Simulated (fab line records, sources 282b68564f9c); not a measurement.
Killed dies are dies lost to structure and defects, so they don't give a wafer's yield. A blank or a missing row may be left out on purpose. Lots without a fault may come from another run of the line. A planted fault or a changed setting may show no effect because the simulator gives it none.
One fault seen from 2 desks | flow rit_cmos | each desk has only its own numbers; what lay behind them comes last

THE METROLOGY DESK
What the gauges read, lot by lot, whatever tool the lot ran on: means of the sampled wafers that have a number. A lot is out of limits, marked OUT, if its mean lies more than 4 standard deviations from the usual mean; the brackets give that distance.
Columns: A = ACTIVE_OXIDE_THK at RIT_ACTIVE_THK_MEAS_02, usual 50.1 nm; B = NWELL_OVL at RIT_NWELL_OVL_MEAS_06, usual 0.9 nm; C = PLDD_OVL at RIT_PLDD_OVL_MEAS_06, usual 0.0 nm; D = NSD_OVL at RIT_NSD_OVL_MEAS_06, usual -0.2 nm
lot  | first seen here | A              | B    | C    | D
L611 | day 1 13:40     | 49.5           | -2.7 | 1.0  | -1.6
L612 | day 1 17:03     | 49.7           | 0.9  | -1.2 | -0.9
L614 | day 2 03:15     | 49.3           | 0.2  | -0.0 | -1.1
L615 | day 2 08:47     | 51.2           | 1.8  | 0.3  | 0.5
L617 | day 2 19:26     | 50.7           | 0.8  | -0.7 | 0.6
L619 | day 3 04:04     | 49.9           | 0.0  | 1.0  | 0.8
L620 | day 3 09:20     | 50.8           | 2.4  | 0.4  | 1.1
L621 | day 3 14:13     | 49.5           | -1.1 | 2.4  | -1.1
L623 | day 4 01:07     | 51.1           | 0.9  | 0.0  | -1.0
L627 | day 4 20:13     | 31.8 (-22) OUT | 3.0  | 1.7  | -1.9
L628 | day 5 01:04     | 31.7 (-22) OUT | 1.7  | 0.4  | 0.3
L632 | day 5 21:04     | 51.0           | -1.8 | 0.6  | 1.4
L633 | day 6 04:09     | 49.9           | 0.6  | -1.5 | -0.8
L634 | day 6 07:05     | 49.8           | 0.1  | 0.8  | -2.2
This desk's finding: out of limits on L627, L628; first on L627, day 4 20:13 (ACTIVE_OXIDE_THK at RIT_ACTIVE_THK_MEAS_02). In limits: L611, L612, L614, L615, L617, L619, L620, L621, L623, L632, L633, L634.

THE TOOL OWNER'S DESK: furnace-01
The tool's own readings at RIT_ACTIVE_OXIDATION_01 (target thk 46.8 nm, ox time 3360 s): means of the sampled wafers that have a number, for each lot that ran on this tool. A lot is out of limits, marked OUT, if its mean lies more than 4 standard deviations from the usual mean; the brackets give that distance.
Columns: A = zone_power_source_pct at RIT_ACTIVE_OXIDATION_01, usual 34.8 %
lot  | first seen here | A
L612 | day 1 15:07     | 35.3
L614 | day 2 01:18     | 35.4
L623 | day 3 23:10     | 35.6
L627 | day 4 18:17     | 35.6
L628 | day 4 23:07     | 35.5
This desk's finding: nothing out of limits on any of the 5 lots.

PUT TOGETHER
The metrology desk could have raised an alarm at day 4 20:13, on L627, L628.
The tool owner's desk saw nothing out of limits.
The tool owner's desk has L627, L628 on record, within its limits.
Of the lots named, all ran RIT_ACTIVE_OXIDATION_01 on furnace-01.

WHAT THE SIMULATOR HAD PUT IN
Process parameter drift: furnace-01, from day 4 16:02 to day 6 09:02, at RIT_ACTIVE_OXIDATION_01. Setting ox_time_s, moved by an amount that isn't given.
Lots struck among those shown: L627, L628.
Hours from the fault's start to each desk's first reading out of limits: the metrology desk, 4.
